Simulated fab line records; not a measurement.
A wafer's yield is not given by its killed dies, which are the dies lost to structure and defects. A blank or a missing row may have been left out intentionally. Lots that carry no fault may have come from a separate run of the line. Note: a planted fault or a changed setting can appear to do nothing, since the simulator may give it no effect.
Lot-split experiment | flow berkeley_cmos170 | route with 331 steps; 5 lots, 23 wafers read

## ABOUT THE SPLIT
At UCB170_BACKSIDE_COAT_01 (resist thk 900 nm), the setting spin_rpm was moved away from the recipe's 1500 rpm on 8 of the 23 wafers read, by -7.5% to +4.8%. For the rest of the wafers, this setting stayed at what the recipe calls for.

The split's own step is where the reading is taken.

## THE READING
KrF_of_BACKSIDE_COAT_01.thk_nm (the simulator's own value, which no gauge read), in nm, at UCB170_BACKSIDE_COAT_01 (resist thk 900 nm). The file does not state a usual value for it. The 15 wafers here that ran the recipe average 899.7 nm, standard deviation 2.4 nm.

wafer  | tool, chamber at the split | spin_rpm as run, rpm | against the recipe | KrF_of_BACKSIDE_COAT_01.thk_nm, nm | against lot-mates on the recipe
L076.1 | litho_track-01, 0          | 1500                 | recipe             | 897.8                              | -
L076.4 | litho_track-01, 0          | 1500                 | recipe             | 897.3                              | -
L076.6 | litho_track-01, 0          | 1500                 | recipe             | 896.1                              | -
L075.1 | litho_track-03, 0          | 1500                 | recipe             | 900.7                              | -
L075.2 | litho_track-03, 0          | 1500                 | recipe             | 897.1                              | -
L075.3 | litho_track-03, 0          | 1500                 | recipe             | 899.9                              | -
L075.4 | litho_track-03, 0          | 1500                 | recipe             | 899.4                              | -
L075.5 | litho_track-03, 0          | 1500                 | recipe             | 901.5                              | -
L077.1 | litho_track-01, 0          | 1388                 | -7.5%              | 934.6                              | +36.2
L077.2 | litho_track-01, 0          | 1388                 | -7.5%              | 935                                | +36.6
L077.3 | litho_track-01, 0          | 1500                 | recipe             | 896.3                              | -
L077.5 | litho_track-01, 0          | 1500                 | recipe             | 900.5                              | -
L077.6 | litho_track-01, 0          | 1388                 | -7.5%              | 935.8                              | +37.4
L081.1 | litho_track-04, 0          | 1500                 | recipe             | 903.8                              | -
L081.2 | litho_track-04, 0          | 1416                 | -5.6%              | 928.8                              | +24.8
L081.3 | litho_track-04, 0          | 1500                 | recipe             | 904.1                              | -
L081.4 | litho_track-04, 0          | 1416                 | -5.6%              | 926.9                              | +22.9
L081.5 | litho_track-04, 0          | 1416                 | -5.6%              | 930.2                              | +26.2
L083.1 | litho_track-04, 0          | 1500                 | recipe             | 899.5                              | -
L083.2 | litho_track-04, 0          | 1572                 | +4.8%              | 880.4                              | -19.9
L083.4 | litho_track-04, 0          | 1500                 | recipe             | 901                                | -
L083.5 | litho_track-04, 0          | 1572                 | +4.8%              | 879.2                              | -21.1
L083.6 | litho_track-04, 0          | 1500                 | recipe             | 900.3                              | -

THE FIT
A straight line over all 23 wafers: KrF_of_BACKSIDE_COAT_01.thk_nm changes by -4.73 nm for each +1% of spin_rpm; r = -0.99; the points scatter about the line by 2.4 nm.
The same after taking each lot's own level away (the mean of its wafers on the recipe; 23 wafers): -4.64 nm for each +1%; r = -1.00; scatter 1.6 nm.
On that fit, the largest move of spin_rpm shifts the reading by 35 nm.
Measured against the standard deviation above, the lots' own levels, which go from 897.07 to 903.95 nm, span 2.9 times it.
Consequently the slope shifts little with the lot-to-lot level, the two slopes agreeing.
Check: +34.6 nm against its lot-mates is what the line predicts for one of the wafers moved furthest among these (-7.5%) when that wafer is left out of the fit. It came out at +36.2 nm against them.

## OTHER SPLITS ON THESE WAFERS
Other splits were also applied to these wafers ahead of the reading. Each is held against what the fit with the lots' levels taken away leaves over:
other split on the same wafers    | wafers away from the commonest value | r with KrF_of_BACKSIDE_COAT_01.thk_nm (lot level and that fit taken away)
UCB170_NLDD_EXPOSE_03 dose_mj     | 8                                    | +0.03
UCB170_NLDD_STRIP_10 o2_flow_sccm | 5                                    | +0.04
UCB170_PSD_PEB_04 peb_temp_c      | 8                                    | -0.08

## THE WHOLE CHAIN: every reading that the file lists as answering this split, in the file's order
step                     | what it does      | reading                                                                         | change (the file's fit)              | r (the file's)
UCB170_BACKSIDE_COAT_01  | resist thk 900 nm | KrF_of_BACKSIDE_COAT_01.thk_nm (the simulator's own value, which no gauge read) | -4.64 nm for each +1% of the setting | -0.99
UCB170_BACKSIDE_STRIP_03 | strips in O2      | strip_time_to_endpoint_s                                                        | withheld for each +1% of the setting | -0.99

## FILE'S OWN FIT
KrF_of_BACKSIDE_COAT_01.thk_nm changes by -4.64 nm for each +1% of spin_rpm, r = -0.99.
